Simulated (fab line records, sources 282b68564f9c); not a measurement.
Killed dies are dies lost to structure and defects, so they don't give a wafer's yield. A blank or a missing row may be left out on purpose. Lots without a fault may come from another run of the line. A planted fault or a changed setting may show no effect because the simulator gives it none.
Which tool did it? | flow rit_cmos | 6 lots, 18 wafers sampled, at 2 steps of a route of 202

WHAT THE GAUGES READ, wafer by wafer
RIT_GATE_CD_MEAS_16: target cd 150 nm.
lot  | measured    | on        | cd_nm (nm)
L912 | day 2 23:25 | cd_sem-02 | 151.5 150.9 150.2
L914 | day 3 08:12 | cd_sem-01 | 150.1 148.8 151.7
L918 | day 4 05:15 | cd_sem-02 | 152.2 150.8 151.1
L921 | day 4 21:09 | cd_sem-01 | 149.8 148.6 150.4
L923 | day 5 10:08 | cd_sem-02 | 149.1 148.3 151.5
L927 | day 6 06:33 | cd_sem-01 | 152.0 151.6 153.6

WHICH TOOL RAN EACH LOT (tool, then ch and the chambers of the sampled wafers, then the start)
lot  | RIT_GATE_EXPOSE_13
L912 | iline_stepper-02 ch 0, day 2 23:01
L914 | iline_stepper-02 ch 0, day 3 07:46
L918 | iline_stepper-02 ch 0, day 4 04:51
L921 | iline_stepper-01 ch 0, day 4 20:37
L923 | iline_stepper-02 ch 0, day 5 09:44
L927 | iline_stepper-01 ch 0, day 6 06:09
- RIT_GATE_EXPOSE_13: exposes mask M6, target cd 150 nm.

THE ANSWER, worked out from the rows above alone
Rule: what is usual is taken from the lots themselves. Put in order of their means at a reading, lots are off if they are a third of the lots or fewer, leave a main group of 4 or more, and stand apart from it by a gap of 3 or more times the standard deviation of the main group's means; of several such gaps the widest counts. A main group whose means are all the same, to the digits that the tables above print for the reading, isn't used. A lot without any number at a reading at which 4 lots or more have one is off too. The other lots that the step has rows for count as sound.
No lot is off at any reading shown: from this, nothing can be told.

WHAT THE SIMULATOR HAD PUT IN
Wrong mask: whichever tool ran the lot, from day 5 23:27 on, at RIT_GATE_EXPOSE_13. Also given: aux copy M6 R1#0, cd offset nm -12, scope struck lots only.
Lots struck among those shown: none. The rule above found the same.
